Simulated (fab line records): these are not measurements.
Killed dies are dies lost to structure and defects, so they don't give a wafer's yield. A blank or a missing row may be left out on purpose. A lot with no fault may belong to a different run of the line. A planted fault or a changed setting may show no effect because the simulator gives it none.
fab line records / flow berkeleyCmos170
record lots=14 wafers=42 lastDay=13
route steps=331 shown V2@295 M3@327
lots untouched by any fault: they come from a run of this same line in which no faults occurred
startH: start of the lot's first displayed wafer, in hours after the record's first day / waitH: hours elapsed since this lot's preceding step / " identical to the entry in the row above / L1.1+2: one row covering several wafers at once / - value missing, or start not given / * or withheld: withheld / < > ~ a bound
route shown NAME@n: NAME is a module with steps in the file, n the number in the route of the first one / usual: mean/standard deviation taken from wafers without a fault / same: alike in all rows / chamber/n: place in a boat / sites: the reading at each site / _std_site: the standard deviation of these / _edge_site: mean of outer sites minus mean of inner sites / radiusMm: for every site, how far away it sits from the centre of the wafer / mask NAME#n: copy n / behind: the last tool/chamber to shape the wafer / hold: cause of the lot's hold/its duration in hours/its outcome / device: the transistor (n, p or np) that didn't switch / end of line: tests run on the same wafers once the route is complete / where a step has no rows: the recipe by itself / killed: dies lost to structure and defects at the first sort, not the wafer's yield / map: a wafer's dies, x killed, . not, _ none there
set.NAME: setting as actually run; set.NAME@STEP: the setting as run at that earlier step / model.NAME: the simulator's own value behind a step, which no gauge read
the route's steps for a sample of lots (tables are steps, rows are wafers)
services: when a tool's chamber went out of use (startH, in hours from the record's first day, below 0 if earlier), for how many hours, and the reason
## steps
# step UCB170_V2_BOW_MEAS_03
# recipe mode=bow
# usual V2_BOW=38/6.1
lot.wafer=L172.1 tool=filmMetro-03 chamber=- startH=192.31 waitH=0.2 V2_BOW[um]=28
lot.wafer=L172.5 tool=filmMetro-03 chamber=- startH=192.31 waitH=0.2 V2_BOW[um]=40
lot.wafer=L172.6 tool=filmMetro-03 chamber=- startH=192.31 waitH=0.2 V2_BOW[um]=33
lot.wafer=L175.1 tool=filmMetro-03 chamber=- startH=201.80 waitH=0.2 V2_BOW[um]=43
lot.wafer=L175.2 tool=filmMetro-03 chamber=- startH=201.80 waitH=0.2 V2_BOW[um]=34
lot.wafer=L175.6 tool=filmMetro-03 chamber=- startH=201.80 waitH=0.2 V2_BOW[um]=42
lot.wafer=L173.3 tool=filmMetro-01 chamber=- startH=204.82 waitH=0.2 V2_BOW[um]=49
lot.wafer=L173.4 tool=filmMetro-01 chamber=- startH=204.82 waitH=0.2 V2_BOW[um]=48
lot.wafer=L173.6 tool=filmMetro-01 chamber=- startH=204.82 waitH=0.2 V2_BOW[um]=43
lot.wafer=L178.1 tool=filmMetro-03 chamber=- startH=218.50 waitH=0.1 V2_BOW[um]=37
lot.wafer=L178.2 tool=filmMetro-03 chamber=- startH=218.50 waitH=0.1 V2_BOW[um]=47
lot.wafer=L178.3 tool=filmMetro-03 chamber=- startH=218.50 waitH=0.1 V2_BOW[um]=40
lot.wafer=L176.1 tool=filmMetro-01 chamber=- startH=221.22 waitH=0.1 V2_BOW[um]=30
lot.wafer=L176.2 tool=filmMetro-01 chamber=- startH=221.22 waitH=0.1 V2_BOW[um]=46
lot.wafer=L176.6 tool=filmMetro-01 chamber=- startH=221.22 waitH=0.1 V2_BOW[um]=29
lot.wafer=L180.1 tool=filmMetro-03 chamber=- startH=228.03 waitH=0.2 V2_BOW[um]=41
lot.wafer=L180.3 tool=filmMetro-03 chamber=- startH=228.03 waitH=0.2 V2_BOW[um]=28
lot.wafer=L180.6 tool=filmMetro-03 chamber=- startH=228.03 waitH=0.2 V2_BOW[um]=37
lot.wafer=L179.3 tool=filmMetro-01 chamber=- startH=229.73 waitH=0.2 V2_BOW[um]=42
lot.wafer=L179.4 tool=filmMetro-01 chamber=- startH=229.73 waitH=0.2 V2_BOW[um]=32
lot.wafer=L179.6 tool=filmMetro-01 chamber=- startH=229.73 waitH=0.2 V2_BOW[um]=42
lot.wafer=L182.2 tool=filmMetro-03 chamber=- startH=242.54 waitH=0.3 V2_BOW[um]=52
lot.wafer=L182.3 tool=filmMetro-03 chamber=- startH=242.54 waitH=0.3 V2_BOW[um]=40
lot.wafer=L182.5 tool=filmMetro-03 chamber=- startH=242.54 waitH=0.3 V2_BOW[um]=41
lot.wafer=L183.2 tool=filmMetro-01 chamber=- startH=242.82 waitH=0.3 V2_BOW[um]=39
lot.wafer=L183.4 tool=filmMetro-01 chamber=- startH=242.82 waitH=0.3 V2_BOW[um]=32
lot.wafer=L183.5 tool=filmMetro-01 chamber=- startH=242.82 waitH=0.3 V2_BOW[um]=45
lot.wafer=L181.1 tool=filmMetro-03 chamber=- startH=243.12 waitH=0.1 V2_BOW[um]=29
lot.wafer=L181.3 tool=filmMetro-03 chamber=- startH=243.12 waitH=0.1 V2_BOW[um]=34
lot.wafer=L181.5 tool=filmMetro-03 chamber=- startH=243.12 waitH=0.1 V2_BOW[um]=36
lot.wafer=L184.2 tool=filmMetro-01 chamber=- startH=253.56 waitH=0.1 V2_BOW[um]=40
lot.wafer=L184.3 tool=filmMetro-01 chamber=- startH=253.56 waitH=0.1 V2_BOW[um]=36
lot.wafer=L184.5 tool=filmMetro-01 chamber=- startH=253.56 waitH=0.1 V2_BOW[um]=37
lot.wafer=L188.1 tool=filmMetro-01 chamber=- startH=278.85 waitH=0.1 V2_BOW[um]=32
lot.wafer=L188.3 tool=filmMetro-01 chamber=- startH=278.85 waitH=0.1 V2_BOW[um]=37
lot.wafer=L188.6 tool=filmMetro-01 chamber=- startH=278.85 waitH=0.1 V2_BOW[um]=43
lot.wafer=L192.2 tool=filmMetro-01 chamber=- startH=298.55 waitH=0.3 V2_BOW[um]=35
lot.wafer=L192.5 tool=filmMetro-01 chamber=- startH=298.55 waitH=0.3 V2_BOW[um]=39
lot.wafer=L192.6 tool=filmMetro-01 chamber=- startH=298.55 waitH=0.3 V2_BOW[um]=31
lot.wafer=L193.1 tool=filmMetro-01 chamber=- startH=312.26 waitH=0.1 V2_BOW[um]=37
lot.wafer=L193.3 tool=filmMetro-01 chamber=- startH=312.26 waitH=0.1 V2_BOW[um]=38
lot.wafer=L193.5 tool=filmMetro-01 chamber=- startH=312.26 waitH=0.1 V2_BOW[um]=49
# step UCB170_M3_METAL_ETCH_18
# recipe chemistry=Cl2/BCl3 target=Al stopOn=SiO2 pressureMtorr=12 targetDepthA=11700 overEtchFrac=0.3 timeS=195 icpW=600 biasW=120 Cl2_flow_sccm=90 bcl3FlowSccm=45
# usual drypumpMotorCurrentA=5.4/0.38 oesProductAu=0.854/0.014 overEtchFrac=0.3/0 throttleValvePct=24.35/0.23
lot.wafer=L172.1 tool=rieMetal-04 chamber=0 startH=196.24 waitH=- drypumpMotorCurrentA=5.5 oesProductAu=0.876 overEtchFrac=0.3 rfHoursCounterH=1.2 throttleValvePct=24.29
lot.wafer=L172.5 tool=rieMetal-04 chamber=1 startH=196.24 waitH=- drypumpMotorCurrentA=5.3 oesProductAu=0.861 overEtchFrac=0.3 rfHoursCounterH=- throttleValvePct=24.29
lot.wafer=L172.6 tool=rieMetal-04 chamber=0 startH=196.24 waitH=- drypumpMotorCurrentA=5.5 oesProductAu=0.879 overEtchFrac=0.3 rfHoursCounterH=- throttleValvePct=24.29
lot.wafer=L175.1 tool=rieMetal-01 chamber=0 startH=205.85 waitH=- drypumpMotorCurrentA=4.8 oesProductAu=0.828 overEtchFrac=0.3 rfHoursCounterH=4.2 throttleValvePct=24.17
lot.wafer=L175.2 tool=rieMetal-01 chamber=1 startH=205.85 waitH=- drypumpMotorCurrentA=5.4 oesProductAu=0.838 overEtchFrac=0.3 rfHoursCounterH=2.3 throttleValvePct=24.87
lot.wafer=L175.6 tool=rieMetal-01 chamber=0 startH=205.85 waitH=- drypumpMotorCurrentA=4.8 oesProductAu=0.839 overEtchFrac=0.3 rfHoursCounterH=- throttleValvePct=24.17
lot.wafer=L173.3 tool=rieMetal-04 chamber=0 startH=210.29 waitH=- drypumpMotorCurrentA=5.5 oesProductAu=0.883 overEtchFrac=0.3 rfHoursCounterH=- throttleValvePct=24.31
lot.wafer=L173.4 tool=rieMetal-04 chamber=1 startH=210.29 waitH=- drypumpMotorCurrentA=5.3 oesProductAu=0.852 overEtchFrac=0.3 rfHoursCounterH=- throttleValvePct=24.29
lot.wafer=L173.6 tool=rieMetal-04 chamber=1 startH=210.29 waitH=- drypumpMotorCurrentA=5.2 oesProductAu=0.862 overEtchFrac=0.3 rfHoursCounterH=- throttleValvePct=24.28
lot.wafer=L178.1 tool=rieMetal-03 chamber=0 startH=223.78 waitH=- drypumpMotorCurrentA=5.6 oesProductAu=0.863 overEtchFrac=0.3 rfHoursCounterH=5.9 throttleValvePct=24.25
lot.wafer=L178.2 tool=rieMetal-03 chamber=1 startH=223.78 waitH=- drypumpMotorCurrentA=6.0 oesProductAu=0.870 overEtchFrac=0.3 rfHoursCounterH=2.2 throttleValvePct=24.23
lot.wafer=L178.3 tool=rieMetal-03 chamber=1 startH=223.78 waitH=- drypumpMotorCurrentA=6.0 oesProductAu=0.870 overEtchFrac=0.3 rfHoursCounterH=- throttleValvePct=24.22
lot.wafer=L176.1 tool=rieMetal-01 chamber=1 startH=226.82 waitH=- drypumpMotorCurrentA=5.3 oesProductAu=0.835 overEtchFrac=0.3 rfHoursCounterH=2.8 throttleValvePct=24.86
lot.wafer=L176.2 tool=rieMetal-01 chamber=0 startH=226.82 waitH=- drypumpMotorCurrentA=4.8 oesProductAu=0.834 overEtchFrac=0.3 rfHoursCounterH=4.7 throttleValvePct=24.16
lot.wafer=L176.6 tool=rieMetal-01 chamber=0 startH=226.82 waitH=- drypumpMotorCurrentA=4.7 oesProductAu=0.827 overEtchFrac=0.3 rfHoursCounterH=- throttleValvePct=24.15
lot.wafer=L180.1 tool=rieMetal-04 chamber=1 startH=232.02 waitH=- drypumpMotorCurrentA=5.3 oesProductAu=0.841 overEtchFrac=0.3 rfHoursCounterH=9.6 throttleValvePct=24.31
lot.wafer=L180.3 tool=rieMetal-04 chamber=1 startH=232.02 waitH=- drypumpMotorCurrentA=5.3 oesProductAu=0.857 overEtchFrac=0.3 rfHoursCounterH=- throttleValvePct=24.27
lot.wafer=L180.6 tool=rieMetal-04 chamber=0 startH=232.02 waitH=- drypumpMotorCurrentA=5.5 oesProductAu=0.875 overEtchFrac=0.3 rfHoursCounterH=- throttleValvePct=24.28
lot.wafer=L179.3 tool=rieMetal-03 chamber=0 startH=234.33 waitH=- drypumpMotorCurrentA=5.6 oesProductAu=0.855 overEtchFrac=0.3 rfHoursCounterH=- throttleValvePct=24.27
lot.wafer=L179.4 tool=rieMetal-03 chamber=1 startH=234.33 waitH=- drypumpMotorCurrentA=6.0 oesProductAu=0.865 overEtchFrac=0.3 rfHoursCounterH=- throttleValvePct=24.23
lot.wafer=L179.6 tool=rieMetal-03 chamber=0 startH=234.33 waitH=- drypumpMotorCurrentA=5.6 oesProductAu=0.855 overEtchFrac=0.3 rfHoursCounterH=- throttleValvePct=24.27
lot.wafer=L182.2 tool=rieMetal-04 chamber=1 startH=246.86 waitH=- drypumpMotorCurrentA=5.3 oesProductAu=0.858 overEtchFrac=0.3 rfHoursCounterH=10.0 throttleValvePct=24.30
lot.wafer=L182.3 tool=rieMetal-04 chamber=0 startH=246.86 waitH=- drypumpMotorCurrentA=5.5 oesProductAu=0.880 overEtchFrac=0.3 rfHoursCounterH=- throttleValvePct=24.29
lot.wafer=L182.5 tool=rieMetal-04 chamber=0 startH=246.86 waitH=- drypumpMotorCurrentA=5.5 oesProductAu=0.872 overEtchFrac=0.3 rfHoursCounterH=- throttleValvePct=24.28
lot.wafer=L183.2 tool=rieMetal-03 chamber=0 startH=247.27 waitH=- drypumpMotorCurrentA=5.6 oesProductAu=0.862 overEtchFrac=0.2849 rfHoursCounterH=6.7 throttleValvePct=24.29
lot.wafer=L183.4 tool=rieMetal-03 chamber=0 startH=247.27 waitH=- drypumpMotorCurrentA=5.6 oesProductAu=0.858 overEtchFrac=0.2849 rfHoursCounterH=- throttleValvePct=24.28
lot.wafer=L183.5 tool=rieMetal-03 chamber=0 startH=247.27 waitH=- drypumpMotorCurrentA=5.6 oesProductAu=0.854 overEtchFrac=0.2849 rfHoursCounterH=- throttleValvePct=24.28
lot.wafer=L181.1 tool=rieMetal-01 chamber=0 startH=247.76 waitH=- drypumpMotorCurrentA=4.8 oesProductAu=0.839 overEtchFrac=0.3 rfHoursCounterH=5.4 throttleValvePct=24.16
lot.wafer=L181.3 tool=rieMetal-01 chamber=0 startH=247.76 waitH=- drypumpMotorCurrentA=4.8 oesProductAu=0.845 overEtchFrac=0.3 rfHoursCounterH=- throttleValvePct=24.16
lot.wafer=L181.5 tool=rieMetal-01 chamber=0 startH=247.76 waitH=- drypumpMotorCurrentA=4.8 oesProductAu=0.834 overEtchFrac=0.3 rfHoursCounterH=- throttleValvePct=24.17
lot.wafer=L184.2 tool=rieMetal-03 chamber=1 startH=258.00 waitH=- drypumpMotorCurrentA=6.0 oesProductAu=0.847 overEtchFrac=0.3 rfHoursCounterH=3.2 throttleValvePct=24.23
lot.wafer=L184.3 tool=rieMetal-03 chamber=1 startH=258.00 waitH=- drypumpMotorCurrentA=6.0 oesProductAu=0.846 overEtchFrac=0.3 rfHoursCounterH=- throttleValvePct=24.23
lot.wafer=L184.5 tool=rieMetal-03 chamber=0 startH=258.00 waitH=- drypumpMotorCurrentA=5.6 oesProductAu=0.848 overEtchFrac=0.2849 rfHoursCounterH=- throttleValvePct=24.27
lot.wafer=L188.1 tool=rieMetal-01 chamber=0 startH=284.48 waitH=- drypumpMotorCurrentA=4.8 oesProductAu=0.846 overEtchFrac=0.3 rfHoursCounterH=5.9 throttleValvePct=24.16
lot.wafer=L188.3 tool=rieMetal-01 chamber=1 startH=284.48 waitH=- drypumpMotorCurrentA=5.4 oesProductAu=0.853 overEtchFrac=0.3 rfHoursCounterH=- throttleValvePct=24.86
lot.wafer=L188.6 tool=rieMetal-01 chamber=1 startH=284.48 waitH=- drypumpMotorCurrentA=5.3 oesProductAu=0.841 overEtchFrac=0.3 rfHoursCounterH=- throttleValvePct=24.85
lot.wafer=L192.2 tool=rieMetal-01 chamber=0 startH=303.18 waitH=- drypumpMotorCurrentA=4.8 oesProductAu=0.837 overEtchFrac=0.3 rfHoursCounterH=6.3 throttleValvePct=24.17
lot.wafer=L192.5 tool=rieMetal-01 chamber=1 startH=303.18 waitH=- drypumpMotorCurrentA=5.3 oesProductAu=0.822 overEtchFrac=0.3 rfHoursCounterH=- throttleValvePct=24.87
lot.wafer=L192.6 tool=rieMetal-01 chamber=0 startH=303.18 waitH=- drypumpMotorCurrentA=4.8 oesProductAu=0.837 overEtchFrac=0.3 rfHoursCounterH=- throttleValvePct=24.16
lot.wafer=L193.1 tool=rieMetal-01 chamber=0 startH=319.30 waitH=- drypumpMotorCurrentA=4.8 oesProductAu=0.842 overEtchFrac=0.3 rfHoursCounterH=6.8 throttleValvePct=24.16
lot.wafer=L193.3 tool=rieMetal-01 chamber=0 startH=319.30 waitH=- drypumpMotorCurrentA=4.8 oesProductAu=0.851 overEtchFrac=0.3 rfHoursCounterH=- throttleValvePct=24.16
lot.wafer=L193.5 tool=rieMetal-01 chamber=1 startH=319.30 waitH=- drypumpMotorCurrentA=5.3 oesProductAu=0.844 overEtchFrac=0.3 rfHoursCounterH=- throttleValvePct=24.85
# step UCB170_M3_CD_MEAS_90
# recipe targetCdNm=700
# usual cdNm=698/3.6
lot.wafer=L172.1 tool=cdSem-02 chamber=- startH=196.53 waitH=0.1 cdNm=701
lot.wafer=L172.5 tool=cdSem-02 chamber=- startH=196.53 waitH=0.1 cdNm=703
lot.wafer=L172.6 tool=cdSem-02 chamber=- startH=196.53 waitH=0.1 cdNm=703
lot.wafer=L175.1 tool=cdSem-02 chamber=- startH=206.15 waitH=0.1 cdNm=694
lot.wafer=L175.2 tool=cdSem-02 chamber=- startH=206.15 waitH=0.1 cdNm=691
lot.wafer=L175.6 tool=cdSem-02 chamber=- startH=206.15 waitH=0.1 cdNm=695
lot.wafer=L173.3 tool=cdSem-02 chamber=- startH=210.73 waitH=0.2 cdNm=701
lot.wafer=L173.4 tool=cdSem-02 chamber=- startH=210.73 waitH=0.2 cdNm=699
lot.wafer=L173.6 tool=cdSem-02 chamber=- startH=210.73 waitH=0.2 cdNm=702
lot.wafer=L178.1 tool=cdSem-01 chamber=- startH=224.07 waitH=0.1 cdNm=698
lot.wafer=L178.2 tool=cdSem-01 chamber=- startH=224.07 waitH=0.1 cdNm=703
lot.wafer=L178.3 tool=cdSem-01 chamber=- startH=224.07 waitH=0.1 cdNm=701
lot.wafer=L176.1 tool=cdSem-02 chamber=- startH=227.11 waitH=0.1 cdNm=697
lot.wafer=L176.2 tool=cdSem-02 chamber=- startH=227.11 waitH=0.1 cdNm=696
lot.wafer=L176.6 tool=cdSem-02 chamber=- startH=227.11 waitH=0.1 cdNm=700
lot.wafer=L180.1 tool=cdSem-01 chamber=- startH=232.31 waitH=0.1 cdNm=697
lot.wafer=L180.3 tool=cdSem-01 chamber=- startH=232.31 waitH=0.1 cdNm=699
lot.wafer=L180.6 tool=cdSem-01 chamber=- startH=232.31 waitH=0.1 cdNm=695
lot.wafer=L179.3 tool=cdSem-01 chamber=- startH=234.59 waitH=0.1 cdNm=695
lot.wafer=L179.4 tool=cdSem-01 chamber=- startH=234.59 waitH=0.1 cdNm=699
lot.wafer=L179.6 tool=cdSem-01 chamber=- startH=234.59 waitH=0.1 cdNm=695
lot.wafer=L182.2 tool=cdSem-02 chamber=- startH=247.17 waitH=0.1 cdNm=697
lot.wafer=L182.3 tool=cdSem-02 chamber=- startH=247.17 waitH=0.1 cdNm=694
lot.wafer=L182.5 tool=cdSem-02 chamber=- startH=247.17 waitH=0.1 cdNm=693
lot.wafer=L183.2 tool=cdSem-02 chamber=- startH=247.58 waitH=0.1 cdNm=698
lot.wafer=L183.4 tool=cdSem-02 chamber=- startH=247.58 waitH=0.1 cdNm=694
lot.wafer=L183.5 tool=cdSem-02 chamber=- startH=247.58 waitH=0.1 cdNm=697
lot.wafer=L181.1 tool=cdSem-02 chamber=- startH=248.04 waitH=0.1 cdNm=699
lot.wafer=L181.3 tool=cdSem-02 chamber=- startH=248.04 waitH=0.1 cdNm=696
lot.wafer=L181.5 tool=cdSem-02 chamber=- startH=248.04 waitH=0.1 cdNm=697
lot.wafer=L184.2 tool=cdSem-02 chamber=- startH=258.31 waitH=0.1 cdNm=700
lot.wafer=L184.3 tool=cdSem-02 chamber=- startH=258.31 waitH=0.1 cdNm=699
lot.wafer=L184.5 tool=cdSem-02 chamber=- startH=258.31 waitH=0.1 cdNm=698
lot.wafer=L188.1 tool=cdSem-02 chamber=- startH=284.77 waitH=0.1 cdNm=696
lot.wafer=L188.3 tool=cdSem-02 chamber=- startH=284.77 waitH=0.1 cdNm=690
lot.wafer=L188.6 tool=cdSem-02 chamber=- startH=284.77 waitH=0.1 cdNm=694
lot.wafer=L192.2 tool=cdSem-01 chamber=- startH=303.49 waitH=0.1 cdNm=695
lot.wafer=L192.5 tool=cdSem-01 chamber=- startH=303.49 waitH=0.1 cdNm=691
lot.wafer=L192.6 tool=cdSem-01 chamber=- startH=303.49 waitH=0.1 cdNm=696
lot.wafer=L193.1 tool=cdSem-01 chamber=- startH=319.59 waitH=0.1 cdNm=700
lot.wafer=L193.3 tool=cdSem-01 chamber=- startH=319.59 waitH=0.1 cdNm=696
lot.wafer=L193.5 tool=cdSem-01 chamber=- startH=319.59 waitH=0.1 cdNm=698
# step UCB170_M3_BOW_MEAS_20
# recipe mode=bow
# usual M3_BOW=37/6.1
lot.wafer=L172.1 tool=filmMetro-02 chamber=- startH=196.65 waitH=0.1 M3_BOW[um]=27
lot.wafer=L172.5 tool=filmMetro-02 chamber=- startH=196.65 waitH=0.1 M3_BOW[um]=37
lot.wafer=L172.6 tool=filmMetro-02 chamber=- startH=196.65 waitH=0.1 M3_BOW[um]=30
lot.wafer=L175.1 tool=filmMetro-03 chamber=- startH=206.27 waitH=0.1 M3_BOW[um]=41
lot.wafer=L175.2 tool=filmMetro-03 chamber=- startH=206.27 waitH=0.1 M3_BOW[um]=33
lot.wafer=L175.6 tool=filmMetro-03 chamber=- startH=206.27 waitH=0.1 M3_BOW[um]=40
lot.wafer=L173.3 tool=filmMetro-04 chamber=- startH=210.85 waitH=0.1 M3_BOW[um]=48
lot.wafer=L173.4 tool=filmMetro-04 chamber=- startH=210.85 waitH=0.1 M3_BOW[um]=48
lot.wafer=L173.6 tool=filmMetro-04 chamber=- startH=210.85 waitH=0.1 M3_BOW[um]=43
lot.wafer=L178.1 tool=filmMetro-04 chamber=- startH=224.19 waitH=0.1 M3_BOW[um]=36
lot.wafer=L178.2 tool=filmMetro-04 chamber=- startH=224.19 waitH=0.1 M3_BOW[um]=45
lot.wafer=L178.3 tool=filmMetro-04 chamber=- startH=224.19 waitH=0.1 M3_BOW[um]=40
lot.wafer=L176.1 tool=filmMetro-04 chamber=- startH=227.23 waitH=0.1 M3_BOW[um]=29
lot.wafer=L176.2 tool=filmMetro-04 chamber=- startH=227.23 waitH=0.1 M3_BOW[um]=45
lot.wafer=L176.6 tool=filmMetro-04 chamber=- startH=227.23 waitH=0.1 M3_BOW[um]=28
lot.wafer=L180.1 tool=filmMetro-04 chamber=- startH=232.43 waitH=0.1 M3_BOW[um]=40
lot.wafer=L180.3 tool=filmMetro-04 chamber=- startH=232.43 waitH=0.1 M3_BOW[um]=28
lot.wafer=L180.6 tool=filmMetro-04 chamber=- startH=232.43 waitH=0.1 M3_BOW[um]=37
lot.wafer=L179.3 tool=filmMetro-04 chamber=- startH=234.71 waitH=0.1 M3_BOW[um]=41
lot.wafer=L179.4 tool=filmMetro-04 chamber=- startH=234.71 waitH=0.1 M3_BOW[um]=31
lot.wafer=L179.6 tool=filmMetro-04 chamber=- startH=234.71 waitH=0.1 M3_BOW[um]=41
lot.wafer=L182.2 tool=filmMetro-03 chamber=- startH=247.29 waitH=0.1 M3_BOW[um]=51
lot.wafer=L182.3 tool=filmMetro-03 chamber=- startH=247.29 waitH=0.1 M3_BOW[um]=39
lot.wafer=L182.5 tool=filmMetro-03 chamber=- startH=247.29 waitH=0.1 M3_BOW[um]=40
lot.wafer=L183.2 tool=filmMetro-02 chamber=- startH=247.70 waitH=0.1 M3_BOW[um]=37
lot.wafer=L183.4 tool=filmMetro-02 chamber=- startH=247.70 waitH=0.1 M3_BOW[um]=30
lot.wafer=L183.5 tool=filmMetro-02 chamber=- startH=247.70 waitH=0.1 M3_BOW[um]=43
lot.wafer=L181.1 tool=filmMetro-03 chamber=- startH=248.16 waitH=0.1 M3_BOW[um]=27
lot.wafer=L181.3 tool=filmMetro-03 chamber=- startH=248.16 waitH=0.1 M3_BOW[um]=33
lot.wafer=L181.5 tool=filmMetro-03 chamber=- startH=248.16 waitH=0.1 M3_BOW[um]=36
lot.wafer=L184.2 tool=filmMetro-04 chamber=- startH=258.43 waitH=0.1 M3_BOW[um]=40
lot.wafer=L184.3 tool=filmMetro-04 chamber=- startH=258.43 waitH=0.1 M3_BOW[um]=35
lot.wafer=L184.5 tool=filmMetro-04 chamber=- startH=258.43 waitH=0.1 M3_BOW[um]=37
lot.wafer=L188.1 tool=filmMetro-03 chamber=- startH=284.89 waitH=0.1 M3_BOW[um]=30
lot.wafer=L188.3 tool=filmMetro-03 chamber=- startH=284.89 waitH=0.1 M3_BOW[um]=36
lot.wafer=L188.6 tool=filmMetro-03 chamber=- startH=284.89 waitH=0.1 M3_BOW[um]=43
lot.wafer=L192.2 tool=filmMetro-04 chamber=- startH=303.61 waitH=0.1 M3_BOW[um]=34
lot.wafer=L192.5 tool=filmMetro-04 chamber=- startH=303.61 waitH=0.1 M3_BOW[um]=38
lot.wafer=L192.6 tool=filmMetro-04 chamber=- startH=303.61 waitH=0.1 M3_BOW[um]=31
lot.wafer=L193.1 tool=filmMetro-03 chamber=- startH=319.71 waitH=0.1 M3_BOW[um]=36
lot.wafer=L193.3 tool=filmMetro-03 chamber=- startH=319.71 waitH=0.1 M3_BOW[um]=37
lot.wafer=L193.5 tool=filmMetro-03 chamber=- startH=319.71 waitH=0.1 M3_BOW[um]=48
## services
tool=rieMetal-04 chamber=1 startH=255.36 hours=6.3 kind=repair
tool=rieMetal-04 chamber=1 startH=317.80 hours=2.5 kind=repair
## key
firstSign step=UCB170_M3_METAL_ETCH_18 reading=overEtchFrac direction=down sigmas=99+ usual=0.3 struck=0.2849
effect none on later readings
metAt UCB170_M3_METAL_ETCH_18
struckLots L183,L184
struckWafers L183.2,L183.4,L183.5,L184.5
sortLeftOut L183.2,L183.4,L183.5
notActingAt UCB170_V2_BOW_MEAS_03,UCB170_M3_CD_MEAS_90,UCB170_M3_BOW_MEAS_20
onsetBetween 234.33 247.27
fault kind=processParameterDrift tool=rieMetal-03 chamber=0 onsetH=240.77 steps=UCB170_M3_METAL_ETCH_18 channel=overEtchFrac offset=-0.015095 shape=step endH=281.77 actsIn=theseRecipesOnly stated=0.3
# sortLeftOut: the simulated sort isn't trusted on such a fault, so these wafers' sort isn't shown, and their yield isn't known
